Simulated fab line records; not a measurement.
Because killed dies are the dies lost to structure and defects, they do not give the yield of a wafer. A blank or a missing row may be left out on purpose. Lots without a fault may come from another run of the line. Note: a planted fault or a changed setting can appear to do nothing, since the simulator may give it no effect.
The tool behind it: which one? / flow berkeley-cmos170 / Sampling: 13 lots, 37 wafers, 4 of 331 route steps

## WHAT THE GAUGES SHOWED, per wafer
UCB170_V1_BOW_MEAS_03.
lot=L512; measured=day 8 00:34; on=film-metro-01; V1_BOW (um)=24 14 26
lot=L514; measured=day 8 05:02; on=film-metro-02; V1_BOW (um)=26 12 5
lot=L515; measured=day 8 09:07; on=film-metro-01; V1_BOW (um)=14 16 11
lot=L521; measured=day 9 19:51; on=film-metro-01; V1_BOW (um)=17 22 13
lot=L523; measured=day 10 06:05; on=film-metro-01; V1_BOW (um)=15
lot=L524; measured=day 10 06:18; on=film-metro-03; V1_BOW (um)=14 17 12
lot=L525; measured=day 10 15:13; on=film-metro-03; V1_BOW (um)=23 19 23
lot=L528; measured=day 11 06:48; on=film-metro-01; V1_BOW (um)=21 15 3
lot=L526; measured=day 11 07:22; on=film-metro-02; V1_BOW (um)=17 22 33
lot=L530; measured=day 11 14:14; on=film-metro-01; V1_BOW (um)=23 15 29
lot=L531; measured=day 11 21:46; on=film-metro-01; V1_BOW (um)=20 23 23
lot=L533; measured=day 11 21:47; on=film-metro-03; V1_BOW (um)=29 23 24
lot=L534; measured=day 12 06:17; on=film-metro-01; V1_BOW (um)=27 13 12

UCB170_V2_THK_MEAS_01.
lot=L512; measured=day 8 05:41; on=film-metro-02; V2_TEOS_THK (nm)=1981 1993 1982
lot=L514; measured=day 8 10:35; on=film-metro-01; V2_TEOS_THK (nm)=1930 1990 2020
lot=L515; measured=day 8 14:25; on=film-metro-04; V2_TEOS_THK (nm)=1982 1949 1972
lot=L521; measured=day 10 03:23; on=film-metro-01; V2_TEOS_THK (nm)=3338 1973 3401
lot=L523; measured=day 10 11:11; on=film-metro-02; V2_TEOS_THK (nm)=2008
lot=L524; measured=day 10 11:42; on=film-metro-01; V2_TEOS_THK (nm)=1973 2012 2058
lot=L525; measured=day 10 22:12; on=film-metro-02; V2_TEOS_THK (nm)=1990 2002 2049
lot=L528; measured=day 11 12:12; on=film-metro-02; V2_TEOS_THK (nm)=2004 2059 1973
lot=L526; measured=day 11 14:08; on=film-metro-02; V2_TEOS_THK (nm)=2014 1987 2005
lot=L530; measured=day 11 21:06; on=film-metro-01; V2_TEOS_THK (nm)=1970 1951 1994
lot=L531; measured=day 12 04:07; on=film-metro-01; V2_TEOS_THK (nm)=1997 1944 1976
lot=L533; measured=day 12 03:44; on=film-metro-04; V2_TEOS_THK (nm)=1958 1998 2020
lot=L534; measured=day 12 11:56; on=film-metro-02; V2_TEOS_THK (nm)=1968 1996 1985

## EACH LOT AND THE TOOL THAT RAN IT (in order: tool; ch and the chambers of the sampled wafers; start)
lot=L512; UCB170_M2_ETCH_17=rie-diel-03 ch 0,1,3, day 8 05:05; UCB170_V2_CVD_00=pecvd-03 ch 1,2, day 8 05:32
lot=L514; UCB170_M2_ETCH_17=rie-diel-01 ch 1,2,3, day 8 09:59; UCB170_V2_CVD_00=pecvd-02 ch 0,2, day 8 10:26
lot=L515; UCB170_M2_ETCH_17=rie-diel-03 ch 0,3, day 8 13:45; UCB170_V2_CVD_00=pecvd-03 ch 0,1, day 8 14:12
lot=L521; UCB170_M2_ETCH_17=rie-diel-01 ch 2,3, day 10 02:46; UCB170_V2_CVD_00=pecvd-03 ch 1,2, day 10 03:13
lot=L523; UCB170_M2_ETCH_17=rie-diel-01 ch 1, day 10 10:34; UCB170_V2_CVD_00=pecvd-03 ch 2, day 10 11:04
lot=L524; UCB170_M2_ETCH_17=rie-diel-02 ch 1,2, day 10 10:47; UCB170_V2_CVD_00=pecvd-02 ch 0,1,2, day 10 11:32
lot=L525; UCB170_M2_ETCH_17=rie-diel-02 ch 0,2,3, day 10 21:35; UCB170_V2_CVD_00=pecvd-04 ch 0,1,2, day 10 22:02
lot=L528; UCB170_M2_ETCH_17=rie-diel-02 ch 0,1,3, day 11 11:34; UCB170_V2_CVD_00=pecvd-04 ch 0,2, day 11 12:01
lot=L526; UCB170_M2_ETCH_17=rie-diel-03 ch 0,1,2, day 11 13:28; UCB170_V2_CVD_00=pecvd-04 ch 1,2, day 11 13:58
lot=L530; UCB170_M2_ETCH_17=rie-diel-02 ch 1,2,3, day 11 20:29; UCB170_V2_CVD_00=pecvd-02 ch 0,1, day 11 20:56
lot=L531; UCB170_M2_ETCH_17=rie-diel-01 ch 2,3, day 12 03:30; UCB170_V2_CVD_00=pecvd-02 ch 1,2, day 12 03:57
lot=L533; UCB170_M2_ETCH_17=rie-diel-02 ch 0,2,3, day 12 03:07; UCB170_V2_CVD_00=pecvd-04 ch 1,2, day 12 03:34
lot=L534; UCB170_M2_ETCH_17=rie-diel-03 ch 2,3, day 12 11:20; UCB170_V2_CVD_00=pecvd-04 ch 1,2, day 12 11:47
- UCB170_M2_ETCH_17: etches BARC in N2/H2.
- UCB170_V2_CVD_00: deposits SiO2 from TEOS/O2, target thk 2000 nm, time 250 s.

## WHAT THE TOOLS THEMSELVES READ (means of the sampled wafers that have a number; where no wafer has one, the mark that the record gives instead)
UCB170_M2_ETCH_17.
lot=L512; tool=rie-diel-03; drypump-motor-current-A (A)=6.2; oes-product-au (a.u.)=1.01; throttle-valve-pct (%)=13.35
lot=L514; tool=rie-diel-01; drypump-motor-current-A (A)=6.0; oes-product-au (a.u.)=1.02; throttle-valve-pct (%)=13.46
lot=L515; tool=rie-diel-03; drypump-motor-current-A (A)=6.3; oes-product-au (a.u.)=0.98; throttle-valve-pct (%)=13.38
lot=L521; tool=rie-diel-01; drypump-motor-current-A (A)=6.4; oes-product-au (a.u.)=1.02; throttle-valve-pct (%)=13.29
lot=L523; tool=rie-diel-01; drypump-motor-current-A (A)=5.6; oes-product-au (a.u.)=1.03; throttle-valve-pct (%)=13.79
lot=L524; tool=rie-diel-02; drypump-motor-current-A (A)=4.9; oes-product-au (a.u.)=1.03; throttle-valve-pct (%)=13.32
lot=L525; tool=rie-diel-02; drypump-motor-current-A (A)=5.3; oes-product-au (a.u.)=0.98; throttle-valve-pct (%)=13.28
lot=L528; tool=rie-diel-02; drypump-motor-current-A (A)=5.3; oes-product-au (a.u.)=1.00; throttle-valve-pct (%)=13.30
lot=L526; tool=rie-diel-03; drypump-motor-current-A (A)=6.3; oes-product-au (a.u.)=1.00; throttle-valve-pct (%)=13.25
lot=L530; tool=rie-diel-02; drypump-motor-current-A (A)=5.1; oes-product-au (a.u.)=1.01; throttle-valve-pct (%)=13.29
lot=L531; tool=rie-diel-01; drypump-motor-current-A (A)=6.1; oes-product-au (a.u.)=1.01; throttle-valve-pct (%)=13.27
lot=L533; tool=rie-diel-02; drypump-motor-current-A (A)=5.2; oes-product-au (a.u.)=0.97; throttle-valve-pct (%)=13.29
lot=L534; tool=rie-diel-03; drypump-motor-current-A (A)=6.5; oes-product-au (a.u.)=1.02; throttle-valve-pct (%)=13.32

UCB170_V2_CVD_00.
lot=L512; tool=pecvd-03; heater-power-w (W)=284
lot=L514; tool=pecvd-02; heater-power-w (W)=257
lot=L515; tool=pecvd-03; heater-power-w (W)=283
lot=L521; tool=pecvd-03; heater-power-w (W)=283
lot=L523; tool=pecvd-03; heater-power-w (W)=316
lot=L524; tool=pecvd-02; heater-power-w (W)=248
lot=L525; tool=pecvd-04; heater-power-w (W)=281
lot=L528; tool=pecvd-04; heater-power-w (W)=264
lot=L526; tool=pecvd-04; heater-power-w (W)=255
lot=L530; tool=pecvd-02; heater-power-w (W)=239
lot=L531; tool=pecvd-02; heater-power-w (W)=242
lot=L533; tool=pecvd-04; heater-power-w (W)=248
lot=L534; tool=pecvd-04; heater-power-w (W)=262

## THE ANSWER, worked out from the rows above alone
Rule: the lots themselves supply what counts as usual. The widest of any qualifying gaps counts: lots, ordered by their means at a reading, are off when they make up no more than a third of the lots, leave a main group of 4 or more, and stand apart from it by 3 or more times the standard deviation of that group's means. A main group whose means are all the same, to the digits that the tables above print for the reading, isn't used. A lot without any number at a reading at which 4 lots or more have one is off too. Where the step has rows for the other lots, those lots are counted as sound. Order of review: gauges by route order, followed by the tools' own readings, for which a lot's mean as printed above is used. At the first step where some lot is off, the reading lying furthest off is the one used; lots without a number count as furthest.
Off: at UCB170_V2_THK_MEAS_01 (V2_TEOS_THK), L521. Mean 1992 nm and standard deviation 17 in the main group.
If a tool, at a process step before that reading, ran all the lots that are off and no sound lot after the first of them, it fits. Gauges at UCB170_V2_THK_MEAS_01: tried the same way as those tools. Of those tried, none fits.

## WHAT THE SIMULATOR PUT IN
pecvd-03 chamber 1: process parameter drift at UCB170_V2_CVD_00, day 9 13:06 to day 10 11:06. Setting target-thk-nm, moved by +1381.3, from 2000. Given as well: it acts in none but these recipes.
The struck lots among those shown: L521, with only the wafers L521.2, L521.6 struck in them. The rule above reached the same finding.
